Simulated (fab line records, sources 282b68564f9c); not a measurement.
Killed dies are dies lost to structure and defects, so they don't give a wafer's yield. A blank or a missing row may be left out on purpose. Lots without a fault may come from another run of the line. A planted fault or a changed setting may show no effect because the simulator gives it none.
Which tool did it? | flow rit_cmos | 7 lots, 21 wafers sampled, at 2 steps of a route of 202

WHAT THE GAUGES READ, wafer by wafer
RIT_REOX_THK_MEAS_04.
lot  | measured    | on            | REOX_OXIDE_THK (nm)
L104 | day 3 04:03 | film_metro-03 | 25.4 25.1 24.7
L106 | day 3 15:41 | film_metro-01 | 25.0 24.9 24.8
L108 | day 4 00:05 | film_metro-01 | 25.1 25.2 24.9
L110 | day 4 13:28 | film_metro-04 | 25.8 25.6 25.2
L112 | day 5 01:55 | film_metro-01 | 25.6 25.6 26.3
L114 | day 5 09:13 | film_metro-03 | 29.4 29.0 29.5
L123 | day 7 04:59 | film_metro-04 | 25.0 25.0 24.4

WHICH TOOL RAN EACH LOT (tool, then ch and the chambers of the sampled wafers, then the start)
lot  | RIT_REOX_OXIDATION_03
L104 | furnace-04 ch 0, day 3 01:30
L106 | furnace-03 ch 0, day 3 13:08
L108 | furnace-01 ch 0, day 3 21:32
L110 | furnace-01 ch 0, day 4 10:55
L112 | furnace-01 ch 0, day 4 23:22
L114 | furnace-03 ch 0, day 5 06:38
L123 | furnace-04 ch 0, day 7 02:26
- RIT_REOX_OXIDATION_03: target thk 25.2 nm, ox time 5580 s.

THE ANSWER, worked out from the rows above alone
Rule: what is usual is taken from the lots themselves. Put in order of their means at a reading, lots are off if they are a third of the lots or fewer, leave a main group of 4 or more, and stand apart from it by a gap of 3 or more times the standard deviation of the main group's means; of several such gaps the widest counts. A main group whose means are all the same, to the digits that the tables above print for the reading, isn't used. A lot without any number at a reading at which 4 lots or more have one is off too. The other lots that the step has rows for count as sound.
Off: L114, at RIT_REOX_THK_MEAS_04 (REOX_OXIDE_THK). The main group: mean 25.2 nm, standard deviation 0.36.
A tool fits if, at a process step before that reading, it ran every lot that is off, and no sound lot after the first of them. The gauges at RIT_REOX_THK_MEAS_04 are tried like those tools. Can't be told from this: 2 tools fit, furnace-03 at RIT_REOX_OXIDATION_03, film_metro-03 at RIT_REOX_THK_MEAS_04.

WHAT THE SIMULATOR HAD PUT IN
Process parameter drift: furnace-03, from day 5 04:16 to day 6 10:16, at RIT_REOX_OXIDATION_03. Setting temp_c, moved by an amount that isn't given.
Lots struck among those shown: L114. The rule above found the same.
